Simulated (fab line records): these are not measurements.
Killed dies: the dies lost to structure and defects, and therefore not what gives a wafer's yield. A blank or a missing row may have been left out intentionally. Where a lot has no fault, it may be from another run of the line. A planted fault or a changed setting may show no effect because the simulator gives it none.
Split-lot trial | flow ritCmos | 23 wafers read from 5 lots, route of 202 steps

## ABOUT THE SPLIT
At RIT_GATE_COAT_11 (resist thk 850 nm), the setting resistThkNm was moved away from the recipe's 850 nm on 10 of the 23 wafers read, by -1.9% to +5.2%. This setting was run at the recipe's value on the other wafers.

The reading comes from the split's own step.

## THE READING
NOVOLAK_of_GATE_COAT_11.thkNm (the simulator's own value, which no gauge read), in nm, at RIT_GATE_COAT_11 (resist thk 850 nm). There is no usual value for it anywhere in the file. Average 851.0 nm, standard deviation 2.5 nm, over the 13 wafers here run with the recipe.

wafer  | tool, chamber at the split | resistThkNm as run, nm | against the recipe | NOVOLAK_of_GATE_COAT_11.thkNm, nm | against lot-mates on the recipe
L075.1 | lithoTrack-01, 0           | 891                    | +4.8%              | 890.9                             | +40.8
L075.2 | lithoTrack-01, 0           | 850                    | recipe             | 850.7                             | -
L075.3 | lithoTrack-01, 0           | 891                    | +4.8%              | 892.6                             | +42.5
L075.4 | lithoTrack-01, 0           | 850                    | recipe             | 848.4                             | -
L075.6 | lithoTrack-01, 0           | 850                    | recipe             | 851.3                             | -
L076.1 | lithoTrack-02, 0           | 850                    | recipe             | 852.7                             | -
L076.2 | lithoTrack-02, 0           | 834.2                  | -1.9%              | 839.2                             | -14.2
L076.3 | lithoTrack-02, 0           | 850                    | recipe             | 852.8                             | -
L076.4 | lithoTrack-02, 0           | 850                    | recipe             | 854.7                             | -
L076.6 | lithoTrack-02, 0           | 834.2                  | -1.9%              | 837.2                             | -16.2
L081.1 | lithoTrack-04, 0           | 894.1                  | +5.2%              | 895                               | +42.8
L081.3 | lithoTrack-04, 0           | 850                    | recipe             | 853.8                             | -
L081.4 | lithoTrack-04, 0           | 850                    | recipe             | 850.7                             | -
L081.5 | lithoTrack-04, 0           | 894.1                  | +5.2%              | 895.9                             | +43.6
L081.6 | lithoTrack-04, 0           | 894.1                  | +5.2%              | 896                               | +43.8
L082.1 | lithoTrack-02, 0           | 850                    | recipe             | 845                               | -
L082.3 | lithoTrack-02, 0           | 850                    | recipe             | 851.3                             | -
L082.5 | lithoTrack-02, 0           | 850                    | recipe             | 847.7                             | -
L083.2 | lithoTrack-04, 0           | 850                    | recipe             | 851.3                             | -
L083.3 | lithoTrack-04, 0           | 850                    | recipe             | 852.3                             | -
L083.4 | lithoTrack-04, 0           | 866.9                  | +2.0%              | 866.6                             | +14.8
L083.5 | lithoTrack-04, 0           | 866.9                  | +2.0%              | 867.3                             | +15.5
L083.6 | lithoTrack-04, 0           | 866.9                  | +2.0%              | 867.5                             | +15.7

FIT RESULTS
A straight line over all 23 wafers: NOVOLAK_of_GATE_COAT_11.thkNm changes by +8.37 nm for each +1% of resistThkNm; r = +0.99; the points scatter about the line by 2.2 nm.
The same after taking each lot's own level away (the mean of its wafers on the recipe; 23 wafers): +8.4 nm for each +1%; r = +1.00; scatter 1.5 nm.
Per that fit: largest resistThkNm move, reading shift of 44 nm.
From 848.00 to 853.40 nm: that is the span of the lots' own levels, equal to 2.1 times the standard deviation above.
The two slopes are in agreement: the lot-to-lot level therefore moves the slope only a little.
Check: with one of the wafers moved furthest among these (+5.2%) left out of the fit, the line predicts +43.7 nm for it against its lot-mates. Against them it came out at +42.8 nm.

## OTHER SPLITS APPLIED TO THESE WAFERS
Other splits were also applied to these wafers ahead of the reading. Each is held against what the fit with the lots' levels taken away leaves over:
other split on the same wafers  | wafers away from the commonest value | r with NOVOLAK_of_GATE_COAT_11.thkNm (lot level and that fit taken away)
RIT_ACTIVE_ETCH_13 timeS        | 4                                    | +0.21
RIT_NWELL_COAT_01 resistThkNm   | 7                                    | +0.07
RIT_NWELL_SOFTBAKE_02 tempC     | 4                                    | -0.11
RIT_NRETRO_COAT_01 spinRpm      | 5                                    | -0.01
RIT_PRETRO_SOFTBAKE_02 tempC    | 8                                    | -0.15
RIT_PRETRO_IMPLANT_08 energyKev | 9                                    | -0.26

## THE FILE'S OWN FIT
NOVOLAK_of_GATE_COAT_11.thkNm changes by +8.41 nm for each +1% of resistThkNm, r = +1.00.
